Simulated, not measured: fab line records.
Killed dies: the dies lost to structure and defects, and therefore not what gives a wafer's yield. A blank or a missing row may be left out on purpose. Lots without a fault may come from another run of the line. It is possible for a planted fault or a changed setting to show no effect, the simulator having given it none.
fab line records    flow rit_cmos
record lots=14  wafers=42  last_day=6
route steps=202 shown PWELL@47 FOX2@80 GATE@93 PSD@151 M1@202
lots that met no fault: from a run of the same line without faults
start_h: hours from the record's opening day to when the first of the lot's shown wafers began    wait_h: how many hours have passed since the lot's step before this one    " the same as in the row above    L1.1+2: a single row standing in for several wafers    - no value, or no start was given    * or withheld: withheld    < > ~ a bound
route shown NAME@n: a module of which the file shows steps, and the number in the route of the first    usual: mean/standard deviation taken from wafers without a fault    same: alike in all rows    chamber/n: place in a boat    sites: per-site readings    _std_site: the standard deviation of these    _edge_site: inner sites' mean taken away from outer sites' mean    radius_mm: for every site, how far away it sits from the centre of the wafer    mask NAME#n: copy n    behind: tool/chamber where the wafer was last shaped    hold: reason for holding the lot/hours on hold/outcome of the hold    device: which transistor (n, p or np) failed to switch    end of line: the tests these same wafers got at the end of their route    a step with no rows: only its recipe    killed: at the first sort, the dies lost to defects and structure; wafer yield is something else    map: a wafer's dies, marking killed ones x, the rest . and places with no die _
set.NAME: the run value of the setting; set.NAME@STEP: its run value at that earlier step    model.NAME: the simulator's own value behind a step, which no gauge read
a sample of lots followed through the steps of the route, with each step as a table and each wafer as a row
services: a tool's chamber out of use, with start hour (start_h, from the record's first day; less than 0 if before it), hours out, and reason
## steps
# step RIT_PWELL_IMPLANT_08
# recipe species=B  energy_kev=170  dose_cm2=7e+13  tilt_deg=7
# usual beam_on_s=10.01/0.2  dose_ions_cm2=6.998e+13/6.9e+10  faraday_current_uA=222/4.4
# same implant_ion_amu=11
lot.wafer  tool          chamber  start_h  wait_h  beam_on_s  dose_ions_cm2  faraday_current_uA
L384.1     implanter-01  0        24.12    0.2     9.79       7e+13          227
L384.5     "             0        "        "       10.25      6.999e+13      216
L384.6     "             0        "        "       10.22      7e+13          218
L385.1     implanter-03  0        30.54    0.2     9.86       6.995e+13      226
L385.2     "             0        "        "       9.90       7.001e+13      225
L385.6     "             0        "        "       9.71       6.998e+13      228
L386.4     implanter-03  0        35.51    0.2     9.53       6.991e+13      233
L386.5     "             0        "        "       10.14      7.006e+13      219
L386.6     "             0        "        "       9.70       6.994e+13      229
L387.1     implanter-01  0        38.14    0.2     10.14      6.994e+13      220
L387.3     "             0        "        "       9.74       7.003e+13      227
L387.6     "             0        "        "       9.61       6.996e+13      230
L389.1     implanter-03  0        50.04    0.2     9.86       6.992e+13      225
L389.3     "             0        "        "       9.97       7.008e+13      224
L389.6     "             0        "        "       10.24      6.998e+13      217
L390.2     implanter-01  0        53.70    0.2     9.94       7.006e+13      224
L390.4     "             0        "        "       10.03      7.013e+13      221
L390.5     "             0        "        "       9.75       7.009e+13      226
L392.1     implanter-01  0        66.53    0.2     10.16      6.998e+13      219
L392.5     "             0        "        "       10.30      7.001e+13      215
L392.6     "             0        "        "       10.38      6.999e+13      214
L393.1     implanter-03  0        70.93    0.2     10.11      7.013e+13      221
L393.2     "             0        "        "       10.13      7.008e+13      219
L393.3     "             0        "        "       9.82       7.002e+13      227
L394.1     implanter-01  0        73.02    0.2     10.18      7.001e+13      219
L394.5     "             0        "        "       9.99       7.001e+13      222
L394.6     "             0        "        "       9.92       6.995e+13      224
L396.1     implanter-04  0        84.37    0.2     9.88       6.994e+13      224
L396.2     "             0        "        "       10.54      7.003e+13      211
L396.4     "             0        "        "       10.03      7.006e+13      222
L397.1     implanter-03  0        89.20    0.2     9.99       7.003e+13      223
L397.4     "             0        "        "       10.11      7.005e+13      220
L397.5     "             0        "        "       9.96       7.006e+13      224
L398.2     implanter-03  0        94.10    0.2     8.89       6.993e+13      249
L398.3     "             0        "        "       9.01       6.992e+13      246
L398.5     "             0        "        "       9.13       6.997e+13      243
L399.2     implanter-01  0        99.13    0.2     10.20      6.992e+13      218
L399.5     "             0        "        "       9.95       7.001e+13      223
L399.6     "             0        "        "       10.01      6.996e+13      222
L401.2     implanter-03  0        108.69   0.2     8.62       6.995e+13      257
L401.5     "             0        "        "       9.25       7.001e+13      240
L401.6     "             0        "        "       9.25       6.993e+13      241
# step RIT_PWELL_TW_MEAS_10
# usual PWELL_TW=958/8.7
lot.wafer  tool           chamber  start_h  wait_h  PWELL_TW
L384.1     film_metro-01  -        24.44    0.1     968
L384.5     "              -        "        "       962
L384.6     "              -        "        "       959
L385.1     film_metro-01  -        30.86    0.1     968
L385.2     "              -        "        "       966
L385.6     "              -        "        "       959
L386.4     film_metro-02  -        35.79    0.1     967
L386.5     "              -        "        "       965
L386.6     "              -        "        "       967
L387.1     film_metro-02  -        38.46    0.1     974
L387.3     "              -        "        "       968
L387.6     "              -        "        "       968
L389.1     film_metro-04  -        50.36    0.1     941
L389.3     "              -        "        "       944
L389.6     "              -        "        "       939
L390.2     film_metro-04  -        54.01    0.1     945
L390.4     "              -        "        "       943
L390.5     "              -        "        "       946
L392.1     film_metro-04  -        66.85    0.1     942
L392.5     "              -        "        "       942
L392.6     "              -        "        "       943
L393.1     film_metro-02  -        71.25    0.1     966
L393.2     "              -        "        "       966
L393.3     "              -        "        "       967
L394.1     film_metro-04  -        73.34    0.1     957
L394.5     "              -        "        "       959
L394.6     "              -        "        "       956
L396.1     film_metro-01  -        84.69    0.1     970
L396.2     "              -        "        "       969
L396.4     "              -        "        "       967
L397.1     film_metro-04  -        89.53    0.1     952
L397.4     "              -        "        "       954
L397.5     "              -        "        "       953
L398.2     film_metro-04  -        94.41    0.1     914
L398.3     "              -        "        "       917
L398.5     "              -        "        "       918
L399.2     film_metro-01  -        99.44    0.1     963
L399.5     "              -        "        "       963
L399.6     "              -        "        "       960
L401.2     film_metro-04  -        109.00   0.1     919
L401.5     "              -        "        "       924
L401.6     "              -        "        "       930
# step RIT_WELLDRIVE_RS_MEAS_02
# recipe thk_meas_gauge=four-point-probe
# usual PWELL_RS=429.4/1.3
lot.wafer  tool           chamber  start_h  wait_h  PWELL_RS[ohm/sq]
L384.1     film_metro-02  -        29.70    0.1     430.7
L384.5     "              -        "        "       431.4
L384.6     "              -        "        "       430.4
L385.1     film_metro-01  -        36.13    0.1     428.1
L385.2     "              -        "        "       427.4
L385.6     "              -        "        "       429.1
L386.4     film_metro-01  -        42.48    0.1     427.8
L386.5     "              -        "        "       428.0
L386.6     "              -        "        "       428.9
L387.1     film_metro-01  -        43.73    0.1     429.2
L387.3     "              -        "        "       427.9
L387.6     "              -        "        "       428.9
L389.1     film_metro-02  -        56.12    0.1     429.9
L389.3     "              -        "        "       428.9
L389.6     "              -        "        "       428.2
L390.2     film_metro-02  -        60.45    0.1     427.2
L390.4     "              -        "        "       427.8
L390.5     "              -        "        "       427.6
L392.1     film_metro-01  -        72.60    0.1     428.9
L392.5     "              -        "        "       430.6
L392.6     "              -        "        "       429.0
L393.1     film_metro-04  -        77.55    0.1     430.5
L393.2     "              -        "        "       430.6
L393.3     "              -        "        "       431.1
L394.1     film_metro-01  -        79.04    0.1     429.8
L394.5     "              -        "        "       428.3
L394.6     "              -        "        "       428.2
L396.1     film_metro-01  -        89.96    0.1     429.7
L396.2     "              -        "        "       428.4
L396.4     "              -        "        "       427.9
L397.1     film_metro-04  -        95.36    0.1     428.0
L397.4     "              -        "        "       428.9
L397.5     "              -        "        "       428.0
L398.2     film_metro-04  -        100.26   0.1     461.7
L398.3     "              -        "        "       459.8
L398.5     "              -        "        "       461.0
L399.2     film_metro-04  -        105.34   0.1     431.3
L399.5     "              -        "        "       431.7
L399.6     "              -        "        "       430.7
L401.2     film_metro-04  -        115.37   0.1     462.6
L401.5     "              -        "        "       461.9
L401.6     "              -        "        "       462.0
# step RIT_FOX2_THK_MEAS_91
# recipe reads=SiO2_of_FOX2_OXIDATION_00
# usual FIELD_OXIDE_LEFT_2_THK=255/5.6
lot.wafer  tool           chamber  start_h  wait_h  FIELD_OXIDE_LEFT_2_THK[nm]
L384.1     film_metro-04  -        33.87    0.0     259
L384.5     "              -        "        "       260
L384.6     "              -        "        "       257
L385.1     film_metro-04  -        40.01    0.0     252
L385.2     "              -        "        "       250
L385.6     "              -        "        "       248
L386.4     film_metro-04  -        46.15    0.0     248
L386.5     "              -        "        "       248
L386.6     "              -        "        "       251
L387.1     film_metro-02  -        47.45    0.0     251
L387.3     "              -        "        "       249
L387.6     "              -        "        "       258
L389.1     film_metro-03  -        59.92    0.0     250
L389.3     "              -        "        "       249
L389.6     "              -        "        "       254
L390.2     film_metro-04  -        64.34    0.0     252
L390.4     "              -        "        "       250
L390.5     "              -        "        "       255
L392.1     film_metro-04  -        76.36    0.0     252
L392.5     "              -        "        "       248
L392.6     "              -        "        "       248
L393.1     film_metro-03  -        81.33    0.0     255
L393.2     "              -        "        "       251
L393.3     "              -        "        "       257
L394.1     film_metro-03  -        82.86    0.0     255
L394.5     "              -        "        "       254
L394.6     "              -        "        "       256
L396.1     film_metro-04  -        93.67    0.0     251
L396.2     "              -        "        "       246
L396.4     "              -        "        "       250
L397.1     film_metro-03  -        99.54    0.0     253
L397.4     "              -        "        "       252
L397.5     "              -        "        "       258
L398.2     film_metro-04  -        103.92   0.0     259
L398.3     "              -        "        "       264
L398.5     "              -        "        "       262
L399.2     film_metro-03  -        108.98   0.0     258
L399.5     "              -        "        "       254
L399.6     "              -        "        "       259
L401.2     film_metro-03  -        119.13   0.0     262
L401.5     "              -        "        "       260
L401.6     "              -        "        "       267
# step RIT_GATE_OVL_MEAS_17
# usual GATE_OVL=-1.4/1.5
lot.wafer  tool        chamber  start_h  wait_h  GATE_OVL[nm]
L384.1     overlay-02  -        39.09    0.1     0.7
L384.5     "           -        "        "       -0.7
L384.6     "           -        "        "       0.7
L385.1     overlay-01  -        47.37    0.1     -1.5
L385.2     "           -        "        "       -0.6
L385.6     "           -        "        "       -0.4
L386.4     overlay-02  -        51.19    0.1     2.3
L386.5     "           -        "        "       0.2
L386.6     "           -        "        "       0.2
L387.1     overlay-01  -        55.52    0.1     1.0
L387.3     "           -        "        "       0.1
L387.6     "           -        "        "       2.2
L389.1     overlay-02  -        66.47    0.1     -1.0
L389.3     "           -        "        "       -0.4
L389.6     "           -        "        "       -2.2
L390.2     overlay-02  -        70.11    0.1     -3.3
L390.4     "           -        "        "       -2.3
L390.5     "           -        "        "       -2.2
L392.1     overlay-01  -        82.78    0.1     1.7
L392.5     "           -        "        "       2.0
L392.6     "           -        "        "       0.0
L393.1     overlay-01  -        85.55    0.1     -3.8
L393.2     "           -        "        "       -2.4
L393.3     "           -        "        "       -1.3
L394.1     overlay-02  -        87.08    0.1     -2.4
L394.5     "           -        "        "       0.1
L394.6     "           -        "        "       -0.5
L396.1     overlay-01  -        98.32    0.1     -1.0
L396.2     "           -        "        "       -1.3
L396.4     "           -        "        "       -1.2
L397.1     overlay-02  -        106.30   0.1     -2.0
L397.4     "           -        "        "       -0.8
L397.5     "           -        "        "       -1.2
L398.2     overlay-01  -        108.28   0.1     -1.7
L398.3     "           -        "        "       -3.5
L398.5     "           -        "        "       -1.2
L399.2     overlay-02  -        116.56   0.1     -1.6
L399.5     "           -        "        "       -0.8
L399.6     "           -        "        "       -2.3
L401.2     overlay-01  -        125.47   0.1     1.5
L401.5     "           -        "        "       0.3
L401.6     "           -        "        "       0.1
# step RIT_PSD_STRIP_09
# recipe chemistry=O2  time_s=180  resist=NOVOLAK  platen_temp_c=withheld  power_w=500  pressure_mtorr=4000  o2_flow_sccm=4000
# usual chamber_pressure_mTorr=4000/3.6  drypump_motor_current_A=6.0/0.47
lot.wafer  tool             chamber  start_h  wait_h  chamber_pressure_mTorr  drypump_motor_current_A  rf_hours_counter_h
L384.1     plasma_asher-02  1        55.01    0.1     4000                    6.5                      41
L384.5     "                1        "        "       3994                    6.4                      -
L384.6     "                0        "        "       3999                    5.3                      -
L385.1     plasma_asher-02  0        62.43    0.1     3999                    5.3                      42
L385.2     "                1        "        "       4001                    6.5                      42
L385.6     "                0        "        "       4002                    5.3                      -
L386.4     plasma_asher-01  1        66.02    0.1     3997                    5.9                      -
L386.5     "                1        "        "       4005                    5.9                      -
L386.6     "                0        "        "       3997                    6.3                      -
L387.1     plasma_asher-01  1        68.10    0.1     4003                    5.9                      43
L387.3     "                0        "        "       4004                    6.3                      -
L387.6     "                1        "        "       4005                    5.9                      -
L389.1     plasma_asher-01  0        78.67    0.1     3993                    6.3                      44
L389.3     "                1        "        "       3996                    5.9                      -
L389.6     "                0        "        "       4003                    6.3                      -
L390.2     plasma_asher-01  0        83.03    0.1     4001                    6.3                      45
L390.4     "                1        "        "       3998                    5.9                      -
L390.5     "                0        "        "       3999                    6.3                      -
L392.1     plasma_asher-01  0        95.96    0.1     4011                    6.3                      46
L392.5     "                1        "        "       4000                    5.9                      -
L392.6     "                0        "        "       4000                    6.3                      -
L393.1     plasma_asher-01  0        99.25    0.1     3996                    6.3                      47
L393.2     "                1        "        "       4002                    5.9                      47
L393.3     "                0        "        "       3997                    6.3                      -
L394.1     plasma_asher-02  1        100.92   0.1     4001                    6.4                      47
L394.5     "                0        "        "       4001                    5.3                      -
L394.6     "                1        "        "       4005                    6.4                      -
L396.1     plasma_asher-02  0        110.22   0.1     4003                    5.3                      49
L396.2     "                1        "        "       4002                    6.5                      49
L396.4     "                0        "        "       4000                    5.3                      -
L397.1     plasma_asher-03  1        119.47   0.1     4000                    6.3                      0
L397.4     "                0        "        "       4007                    6.5                      -
L397.5     "                1        "        "       4000                    6.3                      -
L398.2     plasma_asher-02  1        121.67   0.1     4000                    6.5                      50
L398.3     "                1        "        "       4003                    6.5                      -
L398.5     "                0        "        "       4000                    5.3                      -
L399.2     plasma_asher-02  0        128.89   0.1     4000                    5.3                      51
L399.5     "                0        "        "       3998                    5.3                      -
L399.6     "                1        "        "       3998                    6.5                      -
L401.2     plasma_asher-02  1        138.53   0.1     3991                    6.5                      52
L401.5     "                1        "        "       3996                    6.5                      -
L401.6     "                0        "        "       3998                    5.3                      -
# step RIT_M1_PROBE_99
# usual killed_at_M0_to_M3=0.0/0.23  killed_at_contacts=0.1/0.34  killed_at_front_end=6.9/2.8  killed_dies=7.1/2.8  killed_open=3.4/1.9  killed_short=3.6/1.7
# same gross_dies=264  killed_at_M4_up=0  killed_at_back_side=0  killed_at_other=0
lot.wafer  tool       chamber  start_h  wait_h  killed_at_M0_to_M3  killed_at_contacts  killed_at_front_end  killed_dies  killed_open  killed_short
L396.1     prober-01  -        118.81   0.1     0                   0                   8                    8            3            5
L396.2     prober-01  -        118.86   0.1     0                   0                   8                    8            3            5
L396.4     prober-01  -        118.96   0.2     0                   0                   9                    9            2            7
L398.2     prober-01  -        130.03   0.1     0                   0                   4                    4            2            2
L398.3     prober-01  -        130.08   0.2     0                   0                   3                    3            2            1
L398.5     prober-01  -        130.18   0.2     0                   0                   6                    6            4            2
# killed by level:class
L396.1 GATE:geometric_particle:short=3 FOX1:geometric_particle:open=1 FOX1:geometric_particle:short=1 FOX2:geometric_particle:open=1 GATE:geometric_particle:open=1 SILICIDE:geometric_particle:short=1
L396.2 GATE:geometric_particle:short=3 SPACER:geometric_particle:open=2 FOX2:geometric_particle:short=1 GATE:geometric_particle:open=1 SPACER:geometric_particle:short=1
L396.4 SPACER:geometric_particle:short=3 GATE:geometric_particle:short=2 FOX2:geometric_particle:short=1 GATE:geometric_particle:open=1 SPACER:geometric_particle:open=1 SILICIDE:geometric_particle:short=1
L398.2 FOX1:geometric_particle:open=1 FOX2:geometric_particle:short=1 SPACER:geometric_particle:short=1 SPACER:geometric_particle:open=1
L398.3 GATE:geometric_particle:open=1 SPACER:geometric_particle:open=1 SILICIDE:geometric_particle:short=1
L398.5 SPACER:geometric_particle:open=2 FOX1:geometric_particle:short=1 GATE:geometric_particle:open=1 REOX:geometric_particle:short=1 SILICIDE:geometric_particle:open=1
## services
tool             chamber  start_h  hours  kind
implanter-01     -        15.22    1.2    repair
plasma_asher-02  -        40.67    2.8    pm
plasma_asher-03  -        57.75    28.1   pm
implanter-04     -        66.61    0.9    repair
implanter-03     -        75.54    5.0    repair
implanter-03     -        85.00    4.1    repair
implanter-04     -        89.28    13.6   repair
implanter-04     -        92.22    3.7    repair
plasma_asher-03  -        105.49   1.6    repair
plasma_asher-03  -        108.75   9.0    pm
plasma_asher-03  0        108.75   9.0    vent_cycle
plasma_asher-03  1        108.75   9.0    vent_cycle
plasma_asher-01  -        111.83   4.1    repair
plasma_asher-03  0        117.75   -      clean
plasma_asher-03  1        117.75   -      clean
implanter-03     -        121.39   1.0    repair
implanter-01     -        128.43   8.8    repair
## key
first_sign step=RIT_PWELL_IMPLANT_08  reading=faraday_current_uA  direction=up  sigmas=5.4  usual=222  struck=246
effect step=RIT_PWELL_IMPLANT_08  reading=beam_on_s  direction=down  sigmas=4.8  usual=10.01  struck=9.03
effect step=RIT_PWELL_TW_MEAS_10  reading=PWELL_TW  direction=down  sigmas=4.3  usual=958  struck=920
effect step=RIT_WELLDRIVE_RS_MEAS_02  reading=PWELL_RS  direction=up  sigmas=25  usual=429.4  struck=461.5
met_at RIT_PWELL_IMPLANT_08
struck_lots L398,L401
tester_left_out L398,L401
not_acting_at RIT_FOX2_THK_MEAS_91,RIT_GATE_OVL_MEAS_17,RIT_PSD_STRIP_09
onset_between 89.20 94.10
fault kind=process_parameter_drift  tool=implanter-03  chamber=-  onset_h=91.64  steps=RIT_PWELL_IMPLANT_08  channel=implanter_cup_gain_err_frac  offset=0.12  shape=step  end_h=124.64
# tester_left_out: of these lots the tester's yield and bins aren't shown, on N5 and GAA mostly nor the transistor test; their killed dies are dies lost to structure and defects alone, not to doping, threshold or leakage, so they don't give the yield
